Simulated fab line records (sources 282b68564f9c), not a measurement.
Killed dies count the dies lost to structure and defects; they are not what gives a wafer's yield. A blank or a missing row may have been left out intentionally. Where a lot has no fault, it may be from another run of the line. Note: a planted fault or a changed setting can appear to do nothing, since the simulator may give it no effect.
Problem report in the 8D (eight disciplines) form, filled by code    flow rit-cmos    the parts of the form that need people (team, actions taken, sign-off) are left out

1. PROBLEM STATEMENT
Across 6 wafers from 2 lots, PRETRO_TW at RIT_PRETRO_TW_MEAS_10 averages 526, while fault-free wafers read 475 with a standard deviation of 4. That is +13 standard deviations from the usual mean.
The first sign was on wafer L575.1 at day 6 19:20, on film-metro-01. The record holds 42 wafers of 14 lots with a number at this step. By rule, "out" or "out of limits" means more than 4 standard deviations away from the usual mean. Any other wafer with a number is counted as sound.

2. WHAT IT IS, WHAT IT ISN'T
question                     is                            is not
which readings at this step  PRETRO_TW                     -
which lots                   L575, L577                    L554, L556, L557, L558, L559, L561, L562, L565, L566, L567, L570, L571
which wafers of those lots   all that have a number        -
read on which gauges         film-metro-01, film-metro-03  film-metro-04
when                         from day 6 19:20              up to then (36 sound wafers)

3. THE SUSPECTS, EACH WITH WHAT RULES IT OUT
Counting: a tool at a process step up to the reading stays a suspect if it ran every lot that is out and no sound lot after the first of them.
- the gauge at RIT_PRETRO_TW_MEAS_10 is ruled out. The wafers that are out were read on 2 gauges (film-metro-01, film-metro-03).
- implanter-04 at RIT_PRETRO_IMPLANT_08: kept. It processed each lot that is out, first L575 at day 6 19:01, and no sound lot thereafter; up to then, the last sound lot it processed was L567 at day 5 02:08. Out on those wafers are its own readings of dose-ions-cm2, faraday-current-uA.
After counting, what remains is implanter-04 at RIT_PRETRO_IMPLANT_08.

4. THE CAUSE (what the simulator had put in)
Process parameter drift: implanter-04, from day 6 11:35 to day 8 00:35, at RIT_PRETRO_IMPLANT_08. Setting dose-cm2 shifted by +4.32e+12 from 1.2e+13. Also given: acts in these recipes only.
Only this tool survived the counting.

5. THE CHAIN OF EFFECTS, in route order
Rows list readings where the struck wafers' mean (over those with a number) sits beyond 3 standard deviations from the usual. Readings are gone through only where the record gives a usual standard deviation; hours: the median, over the lots, of the time from a lot's start at the first step in this table giving one to that lot's start at this step; sigmas: the change measured in usual standard deviations.
hours  step                   reading             usual    on struck wafers  change    sigmas
0      RIT_PRETRO_IMPLANT_08  dose-ions-cm2       1.2e+13  1.6e+13           +4.3e+12  +99 or more
0      RIT_PRETRO_IMPLANT_08  faraday-current-uA  38.1     52.5              +14.4     +19
0      RIT_PRETRO_TW_MEAS_10  PRETRO_TW           475      526               +50       +13
Its process steps:
- RIT_PRETRO_IMPLANT_08
At these later measuring or inspecting steps, every struck wafer for which the step has a row has a number for every such reading, and none has moved that far: RIT_GATE_THK_MEAS_09, RIT_CONTACT_CD_MEAS_08.

6. WHAT WOULD HAVE CAUGHT IT SOONER
8 hours passed between the start of the fault at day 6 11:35 and the first reading out of limits at a measuring or inspecting step in this record, taken at day 6 19:20.
At RIT_PRETRO_IMPLANT_08, the tool's own readings (dose-ions-cm2, faraday-current-uA) were out on each struck wafer the step has a row for, so an alarm limit on them would have fired on the first such wafer.
Among the 2 lots that are out, L577 began RIT_PRETRO_IMPLANT_08 on implanter-04 after day 6 19:20. Holding the tool at that time would have saved it.
